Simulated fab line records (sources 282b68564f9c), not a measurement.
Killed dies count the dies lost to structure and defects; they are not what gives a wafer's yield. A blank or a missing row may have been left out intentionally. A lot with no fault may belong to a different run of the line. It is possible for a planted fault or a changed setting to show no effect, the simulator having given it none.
fab line records	flow rit-cmos
record: lots: 15	wafers: 45	last-day: 8
route steps=202 shown ACTIVE@4 M1@202
lots untouched by any fault: they come from a run of this same line in which no faults occurred
start-h: start of the lot's first displayed wafer, in hours after the record's first day	wait-h: hours elapsed since this lot's preceding step	" as in the row above	L1.1+2: several wafers, shown together as one row	- either no value or no given start	* or withheld: withheld	< > ~ a bound
route shown NAME@n: names a module that has steps shown in the file, with the first one's number in the route	usual: average and standard deviation across the fault-free wafers	same: alike in all rows	chamber/n: place in a boat	sites: each site's reading	_std_site: how widely they spread, as a standard deviation	_edge_site: the outer-site mean with the inner-site mean subtracted	radius-mm: for every site, how far away it sits from the centre of the wafer	mask NAME#n: copy n	behind: the tool/chamber that last shaped the wafer	hold: the reason the lot was held/the length of the hold in hours/how it ended	device: which transistor (n, p or np) failed to switch	end of line: tests of these same wafers at the route's end	step lacking rows: just its recipe	killed: not the wafer's yield, but the dies lost to structure and defects at the first sort	map: the dies of a wafer, with x for killed, . for not killed, _ for no die there
set.NAME: the setting the step ran with; set.NAME@STEP: the setting that earlier step ran with	model.NAME: the simulator's own value behind a step, which no gauge read
a sample of lots followed through the steps of the route, with each step as a table and each wafer as a row
services: a tool's chamber out of use, with start hour (start-h, from the record's first day; less than 0 if before it), hours out, and reason
== steps ==
step: RIT_ACTIVE_CVD_03
recipe: material: Si3N4	target-thk-nm: 150	temp-c: 810	precursor: SiH2Cl2/NH3	time-s: 1500	pressure-mtorr: 300	sih2cl2-flow-sccm: 60	nh3-flow-sccm: 150
usual: nh3-flow-sccm: 149.9/0.41	susceptor-temp-C: 810.0/0.37
same: time-s: 1500
lot.wafer	tool	chamber	start-h	wait-h	nh3-flow-sccm	susceptor-temp-C
L754.1	lpcvd-02	1	12.46	0.1	150.1	809.6
L754.3	"	1	"	"	150.0	809.6
L754.4	"	1	"	"	150.5	809.8
L756.2	lpcvd-02	1	22.24	0.0	149.4	810.4
L756.3	"	1	"	"	150.1	810.6
L756.6	"	1	"	"	149.7	810.0
L758.1	lpcvd-01	0	32.11	0.1	150.1	810.3
L758.4	"	0	"	"	150.5	809.8
L758.6	"	0	"	"	149.6	809.9
L759.1	lpcvd-02	1	38.80	0.1	149.6	809.8
L759.2	"	1	"	"	149.7	810.1
L759.5	"	1	"	"	149.7	810.3
L760.1	lpcvd-02	0	43.19	1.1	149.7	810.0
L760.2	"	0	"	"	149.9	810.7
L760.6	"	0	"	"	149.6	810.1
L761.2	lpcvd-01	1	47.43	0.0	149.9	809.3
L761.5	"	1	"	"	149.9	810.9
L761.6	"	1	"	"	149.8	810.2
L761.2	lpcvd-01	1	49.72	0.2	150.5	810.0
L761.5	"	1	"	"	150.1	810.5
L761.6	"	1	"	"	150.0	810.8
L762.1	lpcvd-02	0	52.11	0.1	149.7	809.4
L762.3	"	0	"	"	149.5	809.6
L762.4	"	0	"	"	150.1	809.8
L765.2	lpcvd-01	1	68.43	0.0	150.2	809.8
L765.3	"	1	"	"	150.5	810.2
L765.6	"	1	"	"	149.9	810.0
L765.2	lpcvd-01	1	70.02	0.2	150.0	809.6
L765.3	"	1	"	"	149.8	809.3
L765.6	"	1	"	"	150.1	809.5
L770.1	lpcvd-02	1	92.79	0.1	149.6	810.7
L770.3	"	1	"	"	150.2	810.7
L770.6	"	1	"	"	150.4	811.0
L770.1	lpcvd-02	1	95.09	0.2	150.1	810.3
L770.3	"	1	"	"	150.3	809.6
L770.6	"	1	"	"	149.9	810.1
L771.2	lpcvd-01	1	99.22	0.0	150.1	810.0
L771.4	"	1	"	"	149.3	809.9
L771.5	"	1	"	"	150.3	809.8
L772.1	lpcvd-01	0	105.51	0.1	149.8	809.7
L772.2	"	0	"	"	149.8	810.0
L772.4	"	0	"	"	149.1	810.1
L774.3	lpcvd-01	0	113.26	0.6	149.7	810.2
L774.4	"	0	"	"	149.9	810.4
L774.5	"	0	"	"	149.6	810.7
L775.2	lpcvd-01	0	121.04	0.0	150.1	809.7
L775.3	"	0	"	"	150.2	809.8
L775.4	"	0	"	"	150.1	810.1
L776.1	lpcvd-02	1	126.84	0.1	150.2	810.1
L776.2	"	1	"	"	149.9	810.1
L776.6	"	1	"	"	150.0	809.7
L777.2	lpcvd-01	1	129.08	0.3	149.8	809.9
L777.4	"	1	"	"	150.2	810.0
L777.6	"	1	"	"	150.7	809.6
step: RIT_ACTIVE_THK_MEAS_04
recipe: reads: Si3N4_of_ACTIVE_CVD_03
usual: ACTIVE_NITRIDE_THK: 150.8/1.3
lot.wafer	tool	chamber	start-h	wait-h	ACTIVE_NITRIDE_THK[nm]
L754.1	film-metro-04	-	13.87	0.0	150.7
L754.3	"	-	"	"	152.0
L754.4	"	-	"	"	152.0
L756.2	film-metro-01	-	23.67	0.0	150.2
L756.3	"	-	"	"	150.0
L756.6	"	-	"	"	150.2
L758.1	film-metro-03	-	34.24	0.0	154.3
L758.4	"	-	"	"	152.7
L758.6	"	-	"	"	152.9
L759.1	film-metro-01	-	40.21	0.0	150.5
L759.2	"	-	"	"	151.0
L759.5	"	-	"	"	150.3
L760.1	film-metro-03	-	44.61	0.0	149.9
L760.2	"	-	"	"	150.3
L760.6	"	-	"	"	150.1
L761.2	film-metro-04	-	51.86	0.0	300.4
L761.5	"	-	"	"	301.9
L761.6	"	-	"	"	299.4
L761.2	film-metro-04	-	52.08	0.2	300.7
L761.5	"	-	"	"	301.8
L761.6	"	-	"	"	299.7
L762.1	film-metro-01	-	53.53	0.0	149.0
L762.3	"	-	"	"	150.9
L762.4	"	-	"	"	150.0
L765.2	film-metro-03	-	72.09	0.7	303.5
L765.3	"	-	"	"	304.8
L765.6	"	-	"	"	303.1
L765.2	film-metro-03	-	72.31	0.2	303.4
L765.3	"	-	"	"	304.8
L765.6	"	-	"	"	303.3
L770.1	film-metro-04	-	97.21	0.0	304.0
L770.3	"	-	"	"	301.4
L770.6	"	-	"	"	302.0
L770.1	film-metro-04	-	97.44	0.2	303.8
L770.3	"	-	"	"	301.3
L770.6	"	-	"	"	301.9
L771.2	film-metro-01	-	100.65	0.0	151.6
L771.4	"	-	"	"	152.3
L771.5	"	-	"	"	151.8
L772.1	film-metro-01	-	106.92	0.0	151.7
L772.2	"	-	"	"	151.4
L772.4	"	-	"	"	152.1
L774.3	film-metro-04	-	114.70	0.0	151.7
L774.4	"	-	"	"	149.6
L774.5	"	-	"	"	150.4
L775.2	film-metro-04	-	123.17	0.0	151.6
L775.3	"	-	"	"	150.3
L775.4	"	-	"	"	150.6
L776.1	film-metro-04	-	128.25	0.0	148.7
L776.2	"	-	"	"	148.3
L776.6	"	-	"	"	148.7
L777.2	film-metro-03	-	130.50	0.0	151.4
L777.4	"	-	"	"	151.1
L777.6	"	-	"	"	150.7
step: RIT_M1_PROBE_99
usual: defect-limited-yield: 97.2/1.2	killed-at-contacts: 0.1/0.27	killed-at-front-end: 7/3.1	killed-dies: 7/3.2	killed-open: 3.8/2.1	killed-short: 3.6/2	sort_bin_3_pad_short: 0.1/0.22	sort_bin_5_function: 1.7/0.8	sort_bin_6_memory: 1.0/0.64	sort-n-pass: 257/3.2	sort-yield-pct: 97.2/1.2
same: gross-dies: 264	killed_at_M0_to_M3: 0	killed_at_M4_up: 0	killed-at-back-side: 0	killed-at-other: 0
lot.wafer	tool	chamber	start-h	wait-h	defect-limited-yield[%]	killed-at-contacts	killed-at-front-end	killed-dies	killed-open	killed-short	sort_bin_3_pad_short[%]	sort_bin_5_function[%]	sort_bin_6_memory[%]	sort-n-pass	sort-yield-pct[%]
L754.1	prober-01	-	61.42	0.1	97.0	0	8	8	3	5	0.4	1.9	0.8	256	97.0
L754.3	prober-01	-	61.52	0.2	99.6	0	1	1	1	0	0	0.4	0	263	99.6
L754.4	prober-01	-	61.57	0.2	98.1	0	5	5	2	3	0	0.8	1.1	259	98.1
L756.2	prober-01	-	71.40	0.1	98.1	0	5	5	4	1	0	0.8	1.1	259	98.1
L756.3	prober-01	-	71.45	0.2	96.2	0	10	10	7	3	0	1.9	1.9	254	96.2
L756.6	prober-01	-	71.60	0.2	96.2	0	10	10	6	4	0.4	2.7	0.8	254	96.2
L758.1	prober-01	-	85.25	0.1	97.3	0	7	7	5	2	0	1.5	1.1	257	97.3
L758.4	prober-01	-	85.40	0.2	97.7	0	6	6	4	2	0	2.3	0	258	97.7
L758.6	prober-01	-	85.50	0.2	95.8	0	11	11	4	7	0.4	3.0	0.8	253	95.8
L759.1	prober-02	-	87.36	0.1	97.0	0	8	8	3	5	0.4	2.7	0	256	97.0
L759.2	prober-02	-	87.41	0.1	96.2	0	10	10	2	8	0	2.7	1.1	254	96.2
L759.5	prober-02	-	87.56	0.2	97.3	0	7	7	2	5	0.4	1.1	1.1	257	97.3
L760.1	prober-01	-	93.49	0.1	97.7	1	5	6	4	2	0	1.1	1.1	258	97.7
L760.2	prober-01	-	93.54	0.1	97.3	0	7	7	2	5	0.8	1.1	0.8	257	97.3
L760.6	prober-01	-	93.74	0.2	98.9	0	3	3	1	2	0.4	0.8	0	261	98.9
L762.1	prober-01	-	99.61	0.1	94.3	0	15	15	8	7	0.4	3.4	1.9	249	94.3
L762.3	prober-01	-	99.71	0.2	97.7	0	6	6	1	5	0	1.1	1.1	258	97.7
L762.4	prober-01	-	99.76	0.2	98.5	0	4	4	1	3	0.4	1.1	0	260	98.5
L771.2	prober-01	-	155.13	0.1	97.7	0	6	6	2	4	0	0.8	1.5	258	97.7
L771.4	prober-01	-	155.23	0.2	95.8	0	11	11	6	5	0.4	2.7	1.1	253	95.8
L771.5	prober-01	-	155.28	0.2	96.2	0	10	10	4	6	0	2.7	1.1	254	96.2
L772.1	prober-01	-	165.76	0.1	98.5	1	3	4	4	0	0	1.1	0.4	260	98.5
L772.2	prober-01	-	165.81	0.1	96.2	1	9	10	1	9	1.1	1.5	1.1	254	96.2
L772.4	prober-01	-	165.91	0.2	98.1	0	5	5	4	1	0	1.1	0.8	259	98.1
L774.3	prober-01	-	174.60	0.2	94.7	0	14	14	6	8	0	3.0	2.3	250	94.7
L774.4	prober-01	-	174.65	0.2	95.8	0	11	11	5	6	0	3.0	1.1	253	95.8
L774.5	prober-01	-	174.70	0.2	95.5	0	12	12	6	6	0	3.0	1.5	252	95.5
L775.2	prober-02	-	185.11	0.1	98.5	0	4	4	2	2	0	0.4	1.1	260	98.5
L775.3	prober-02	-	185.16	0.2	98.9	0	3	3	3	0	0	0.4	0.8	261	98.9
L775.4	prober-02	-	185.21	0.2	97.7	0	6	6	3	3	0	1.1	1.1	258	97.7
L777.2	prober-01	-	191.05	0.1	96.6	0	9	9	2	7	0.8	1.9	0.8	255	96.6
L777.4	prober-01	-	191.15	0.2	95.1	0	13	13	8	5	0.4	2.7	1.9	251	95.1
L777.6	prober-01	-	191.25	0.2	96.2	0	10	10	6	4	0.4	1.5	1.9	254	96.2
L776.1	prober-02	-	192.50	0.1	95.8	0	11	11	7	4	0	1.9	2.3	253	95.8
L776.2	prober-02	-	192.55	0.1	98.5	0	4	4	3	1	0	0.8	0.8	260	98.5
L776.6	prober-02	-	192.75	0.2	98.1	0	5	5	4	1	0	1.1	0.8	259	98.1
killed by level:class
L754.1 REOX:geometric-particle:open=2 GATE:geometric-particle:short=2 FOX1:geometric-particle:short=1 SPACER:geometric-particle:short=1 SILICIDE:geometric-particle:open=1 SILICIDE:geometric-particle:short=1
L754.3 SILICIDE:geometric-particle:open=1
L754.4 SILICIDE:geometric-particle:short=2 FOX1:geometric-particle:open=1 FOX1:geometric-particle:short=1 REOX:geometric-particle:open=1
L756.2 FOX1:geometric-particle:open=1 FOX1:geometric-particle:short=1 GATE:geometric-particle:open=1 REOX:geometric-particle:open=1 SPACER:geometric-particle:open=1
L756.3 GATE:geometric-particle:open=3 FOX1:geometric-particle:open=2 REOX:geometric-particle:open=2 FOX1:geometric-particle:short=1 SPACER:geometric-particle:short=1 SILICIDE:geometric-particle:short=1
L756.6 GATE:geometric-particle:open=4 FOX1:geometric-particle:short=2 FOX1:geometric-particle:open=1 GATE:geometric-particle:short=1 REOX:geometric-particle:open=1 REOX:geometric-particle:short=1
L758.1 REOX:geometric-particle:open=3 REOX:geometric-particle:short=2 FOX1:geometric-particle:open=1 GATE:geometric-particle:open=1
L758.4 GATE:geometric-particle:open=2 SPACER:geometric-particle:short=2 FOX1:geometric-particle:open=1 SILICIDE:geometric-particle:open=1
L758.6 GATE:geometric-particle:short=3 REOX:geometric-particle:open=3 REOX:geometric-particle:short=2 FOX1:geometric-particle:open=1 FOX1:geometric-particle:short=1 FOX2:geometric-particle:short=1
L759.1 FOX2:geometric-particle:short=2 SPACER:geometric-particle:open=2 FOX1:geometric-particle:open=1 FOX1:geometric-particle:short=1 GATE:geometric-particle:short=1 REOX:geometric-particle:short=1
L759.2 GATE:geometric-particle:short=3 FOX1:geometric-particle:short=2 FOX2:geometric-particle:short=2 FOX1:geometric-particle:open=1 FOX2:geometric-particle:open=1 REOX:geometric-particle:short=1
L759.5 FOX2:geometric-particle:short=3 FOX2:geometric-particle:open=1 GATE:geometric-particle:short=1 GATE:geometric-particle:open=1 SILICIDE:geometric-particle:short=1
L760.1 REOX:geometric-particle:open=3 FOX2:geometric-particle:open=1 SILICIDE:geometric-particle:short=1 CONTACT:geometric-particle:short=1
L760.2 GATE:geometric-particle:short=3 FOX1:geometric-particle:short=1 FOX1:geometric-particle:open=1 FOX2:geometric-particle:short=1 REOX:geometric-particle:open=1
L760.6 GATE:geometric-particle:short=1 REOX:geometric-particle:short=1 REOX:geometric-particle:open=1
L762.1 GATE:geometric-particle:open=4 GATE:geometric-particle:short=3 FOX1:geometric-particle:short=2 SILICIDE:geometric-particle:open=1 FOX1:geometric-particle:open=1 FOX2:geometric-particle:short=1 FOX2:geometric-particle:open=1 SPACER:geometric-particle:open=1
L762.3 FOX1:geometric-particle:short=2 GATE:geometric-particle:short=2 SPACER:geometric-particle:open=1 SILICIDE:geometric-particle:short=1
L762.4 ACTIVE:geometric-particle:short=1 FOX1:geometric-particle:open=1 FOX1:geometric-particle:short=1 GATE:geometric-particle:short=1
L771.2 GATE:geometric-particle:open=2 GATE:geometric-particle:short=1 REOX:geometric-particle:short=1 SPACER:geometric-particle:short=1 SILICIDE:geometric-particle:short=1
L771.4 GATE:geometric-particle:short=4 GATE:geometric-particle:open=2 REOX:geometric-particle:open=2 FOX1:geometric-particle:open=1 SPACER:geometric-particle:open=1 SILICIDE:geometric-particle:short=1
L771.5 GATE:geometric-particle:short=5 GATE:geometric-particle:open=2 FOX1:geometric-particle:open=1 SILICIDE:geometric-particle:short=1 SILICIDE:geometric-particle:open=1
L772.1 SPACER:geometric-particle:open=2 FOX1:geometric-particle:open=1 CONTACT:geometric-particle:open=1
L772.2 FOX1:geometric-particle:short=3 SPACER:geometric-particle:short=2 GATE:geometric-particle:short=1 REOX:geometric-particle:short=1 SPACER:geometric-particle:open=1 SILICIDE:geometric-particle:short=1 CONTACT:geometric-particle:short=1
L772.4 SPACER:geometric-particle:open=3 GATE:geometric-particle:short=1 SILICIDE:geometric-particle:open=1
L774.3 GATE:geometric-particle:short=3 FOX1:geometric-particle:open=2 GATE:geometric-particle:open=2 REOX:geometric-particle:short=2 REOX:geometric-particle:open=2 SPACER:geometric-particle:short=2 SILICIDE:geometric-particle:short=1
L774.4 FOX1:geometric-particle:short=4 GATE:geometric-particle:open=2 SILICIDE:geometric-particle:open=2 FOX1:geometric-particle:open=1 GATE:geometric-particle:short=1 REOX:geometric-particle:short=1
L774.5 FOX1:geometric-particle:short=5 FOX1:geometric-particle:open=2 SILICIDE:geometric-particle:open=2 FOX2:geometric-particle:short=1 GATE:geometric-particle:open=1 REOX:geometric-particle:open=1
L775.2 ACTIVE:geometric-particle:open=1 FOX1:geometric-particle:short=1 GATE:geometric-particle:short=1 SILICIDE:geometric-particle:open=1
L775.3 FOX1:geometric-particle:open=1 FOX2:geometric-particle:open=1 SPACER:geometric-particle:open=1
L775.4 GATE:geometric-particle:short=2 SILICIDE:geometric-particle:open=2 FOX2:geometric-particle:short=1 SPACER:geometric-particle:open=1
L777.2 GATE:geometric-particle:open=2 SPACER:geometric-particle:short=2 FOX1:geometric-particle:short=1 FOX2:geometric-particle:short=1 GATE:geometric-particle:short=1 REOX:geometric-particle:short=1 SILICIDE:geometric-particle:short=1
L777.4 GATE:geometric-particle:short=3 SILICIDE:geometric-particle:open=3 GATE:geometric-particle:open=2 SPACER:geometric-particle:open=2 REOX:geometric-particle:open=1 SPACER:geometric-particle:short=1 SILICIDE:geometric-particle:short=1
L777.6 SILICIDE:geometric-particle:open=2 FOX1:geometric-particle:short=1 FOX1:geometric-particle:open=1 FOX2:geometric-particle:short=1 FOX2:geometric-particle:open=1 GATE:geometric-particle:open=1 GATE:geometric-particle:short=1 SPACER:geometric-particle:open=1
L776.1 GATE:geometric-particle:open=4 GATE:geometric-particle:short=3 FOX1:geometric-particle:open=1 REOX:geometric-particle:open=1 SILICIDE:geometric-particle:short=1 SILICIDE:geometric-particle:open=1
L776.2 FOX1:geometric-particle:open=1 FOX2:geometric-particle:open=1 GATE:geometric-particle:open=1 SILICIDE:geometric-particle:short=1
L776.6 FOX1:geometric-particle:open=2 REOX:geometric-particle:open=1 SPACER:geometric-particle:open=1 SILICIDE:geometric-particle:short=1
== services ==
tool	chamber	start-h	hours	kind
lpcvd-01	-	-4.12	1.0	repair
lpcvd-01	-	67.23	0.5	repair
== key ==
first-sign: step: RIT_ACTIVE_CVD_03	reading: visit	direction: added
effect: step: RIT_ACTIVE_THK_MEAS_04	reading: visit	direction: added
effect: step: RIT_ACTIVE_THK_MEAS_04	reading: ACTIVE_NITRIDE_THK	direction: up	sigmas: 99+	usual: 150.8	struck: 302.3
met-at RIT_ACTIVE_CVD_03
struck-lots L761,L765,L770
scrapped-behind RIT_ACTIVE_THK_MEAS_04 L761.2,L761.5,L761.6,L765.2,L765.3,L765.6,L770.1,L770.3,L770.6
fault: kind: repeated-step-whole	tool: lpcvd-01,lpcvd-02	chamber: -	onset-h: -	steps: RIT_ACTIVE_CVD_03	times: 1	scope: struck-lots-only
